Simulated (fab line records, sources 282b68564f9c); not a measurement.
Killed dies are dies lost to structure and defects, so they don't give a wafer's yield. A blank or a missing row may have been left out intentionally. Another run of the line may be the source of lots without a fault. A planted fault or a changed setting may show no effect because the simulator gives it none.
A lot that was struck, set against a sound lot    flow ritCmos    21 out of 202 route steps
Sound: these wafers, L417.3, L417.4, L417.6. Struck: wafers L425.3, L425.4, L425.6. At the end, the cause is stated.
Per side, at each step with rows, come the tool, then ch with its chambers, and then its first start. Under that, the readings that differ: sound wafers    struck wafers    difference of the means    sigmas: that difference in standard deviations of wafers without a fault.
alike: same words and numbers on both sides, and readings whose means sit less than 2 such deviations apart. not compared: any withheld reading, any reading some wafer has no value for, any bound like >300 that may hide the same value, and any number with overlapping values for which the record gives no deviation.
A row with sigmas, a row that says differs or no value, or rows on one side alone: a step with any of these is where the two part. Numbers that have no deviation but don't overlap get no sigmas and don't part them. A reading that every wafer of one side lacks parts them only if that side has two wafers or more.

first, 3 steps without rows for these wafers: RIT_GATE_CLEAN_02 (cleans in dHF, time 30 s); RIT_GATE_CLEAN_03 (cleans in SC2, time 600 s); RIT_GATE_CLEAN_04 (cleans in dHF, time 60 s).
RIT_FOX2_THK_MEAS_91:
  sound on filmMetro-02 at day 3 05:31; struck on filmMetro-03 at day 4 19:40
  alike: FIELD_OXIDE_LEFT_2_THK
then, 2 steps without rows for these wafers: RIT_GATE_OXIDATION_05 (target thk 3 nm, ox time 270 s); RIT_GATE_ANNEAL_06 (time 600 s).
RIT_GATE_THK_MEAS_07:
  sound on filmMetro-01 at day 3 06:59; struck on filmMetro-03 at day 4 21:17
  alike: GATE_OXIDE_THK
then, 1 step without rows for these wafers: RIT_GATE_CVD_08 (deposits poly-Si from SiH4, target thk 250 nm, time 2220 s).
RIT_GATE_THK_MEAS_09:
  sound on filmMetro-02 at day 3 08:40; struck on filmMetro-02 at day 4 22:58
  alike: GATE_POLY_THK
then, 3 steps without rows for these wafers: RIT_GATE_HMDS_10 (prime time 60 s); RIT_GATE_COAT_11 (resist thk 850 nm); RIT_GATE_SOFTBAKE_12 (time 60 s).
RIT_GATE_EXPOSE_13: exposes mask M6, target cd 150 nm.
  sound on ilineStepper-01 ch 0, day 3 09:19; struck on ilineStepper-02 ch 0, day 4 23:37
reading  sound           struck                   difference  sigmas
mask     M6#0 M6#0 M6#0  M6_R1#0 M6_R1#0 M6_R1#0  differs     
then, 2 steps without rows for these wafers: RIT_GATE_PEB_14; RIT_GATE_DEVELOP_15 (develop time 50 s).
RIT_GATE_CD_MEAS_16: target cd 150 nm.
  sound on cdSem-02 at day 3 09:43; struck on cdSem-02 at day 5 00:02
reading    sound              struck             difference  sigmas
cdNm (nm)  148.8 147.9 149.2  129.5 127.6 129.4  -19.8       -9
RIT_GATE_OVL_MEAS_17:
  sound on overlay-02 at day 3 09:49; struck on overlay-01 at day 5 00:07
  alike: GATE_OVL
then, 1 step without rows for these wafers: RIT_GATE_HARDBAKE_18 (time 60 s).
RIT_GATE_ETCH_19: etches poly-Si in SF6/CHF3/O2, stops on SiO2, time 165 s, target depth 312.5 nm.
  sound on rieSi-01 ch 1,3, day 3 09:59; struck on rieSi-01 ch 0,1,3, day 5 00:17
reading               sound              struck             difference  sigmas
model.GATE.cdNm (nm)  148.8 148.4 149.4  129.5 127.8 129.1  -20.1       
  alike: drypumpMotorCurrentA, oesProductAu, throttleValvePct
  not compared: rfHoursCounterH
RIT_GATE_STRIP_20: strips in O2, time 180 s.
  sound on plasmaAsher-04 ch 0,1, day 3 10:09; struck on plasmaAsher-02 ch 0,1, day 5 00:28
reading                   sound        struck       difference  sigmas
drypumpMotorCurrentA (A)  6.1 6.3 6.3  5.2 5.5 5.5  -0.8        -2
  not compared: rfHoursCounterH
RIT_M1_PROBE_99:
  sound on prober-02 at day 4 07:04; struck on prober-02 at day 5 20:22
reading                          sound              struck             difference  sigmas
model.etest.pmos_0p3.rOnOhmUm    6290 6248 6394     5629 5833 5721     -583        
model.etest.pmosTurned.rOnOhmUm  3424 3492 3553     2939 3098 2993     -480        
model.etest.pmos_0p15.rOnOhmUm   2751 2800 2878     2271 2338 2310     -503        
model.etest.nmos_0p15.rOnOhmUm   1160 1166 1194     999.2 1009 1007    -168.3      
model.etest.nmos_0p3.rOnOhmUm    2187 2170 2237     1985 2017 1992     -200        
model.etest.nmos_0p15.driveUaUm  470.4 475.3 464.2  567.8 557.9 569.5  +95.1       
model.etest.pmos_0p15.driveUaUm  256.7 260.2 250.7  324.4 316.1 317.8  +63.6       
model.etest.npolyLine.lineOhmUm  168.7 171.5 168.4  212.1 218.9 217    +46.5       

WHERE THEY PART
At RIT_GATE_EXPOSE_13 first; at RIT_GATE_STRIP_20 last (within this record only).

WHY: whatever the simulator had introduced
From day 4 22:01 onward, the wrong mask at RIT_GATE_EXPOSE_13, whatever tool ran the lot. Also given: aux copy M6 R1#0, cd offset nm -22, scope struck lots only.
